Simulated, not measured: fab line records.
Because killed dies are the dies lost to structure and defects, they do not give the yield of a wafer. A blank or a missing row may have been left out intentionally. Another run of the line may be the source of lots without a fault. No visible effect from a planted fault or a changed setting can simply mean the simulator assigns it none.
One fault through the eyes of 2 desks	flow berkeley_cmos170	what lay behind the numbers comes last; until then each desk has only its own

== FROM THE METROLOGY DESK ==
Lot by lot, what the gauges showed, no matter which tool ran the lot: averages of those sampled wafers that carry a number. Marked OUT: a lot whose mean sits more than 4 standard deviations from the usual mean, which makes it out of limits; the brackets give that distance.
Columns: A = V2_TEOS_THK at UCB170_V2_THK_MEAS_01, usual 1994 nm
lot	first seen here	A
L210	day 8 15:49	2021
L211	day 8 15:56	2004
L212	day 9 12:16	1989
L214	day 9 14:35	2017
L217	day 9 20:53	1979
L216	day 10 02:07	2008
L215	day 10 02:23	1997
L219	day 11 08:36	1997
L223	day 11 21:25	2021
L226	day 12 15:17	2399 (+16) OUT
L227	day 12 23:41	2427 (+17) OUT
L232	day 13 23:40	1967
L229	day 14 11:38	1971
L230	day 14 12:35	1997
This desk finds L226, L227 out of limits, with the earliest case on L226 at day 12 15:17 (V2_TEOS_THK at UCB170_V2_THK_MEAS_01). In limits: L210, L211, L212, L214, L217, L216, L215, L219, L223, L232, L229, L230.

== THE TOOL OWNER'S DESK: pecvd-01 ==
The tool's own readings at UCB170_V2_CVD_00 (deposits SiO2 from TEOS/O2, target thk 2000 nm, time 250 s): means of the sampled wafers that have a number, for each lot that ran on this tool. Marked OUT: a lot whose mean sits more than 4 standard deviations from the usual mean, which makes it out of limits; the brackets give that distance.
Columns: A = heater_power_w at UCB170_V2_CVD_00, usual 260 W; B = rf_fwd_power_W at UCB170_V2_CVD_00, usual 540.2 W
lot	first seen here	A	B
L211	day 8 15:47	224	540.8
L212	day 9 12:07	223	539.6
L216	day 10 01:58	243	540.9
L226	day 12 15:08	259	541.7
L227	day 12 23:31	249	541.0
This desk's verdict: no lot among the 5 shows anything out of limits.

== BROUGHT TOGETHER ==
L226, L227 would have let the metrology desk raise an alarm at day 12 15:17.
Nothing out of limits was seen by the tool owner's desk.
The tool owner's desk has L226, L227 on record, within its limits.
All the named lots went through UCB170_V2_CVD_00 on pecvd-01.

== WHAT THE SIMULATOR HAD PUT IN ==
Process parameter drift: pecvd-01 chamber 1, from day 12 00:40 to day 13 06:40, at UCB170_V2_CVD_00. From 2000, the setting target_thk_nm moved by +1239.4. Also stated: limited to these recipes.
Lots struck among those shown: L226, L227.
Per desk, hours elapsed from the start of the fault to the first reading out of limits: for the metrology desk, 15.
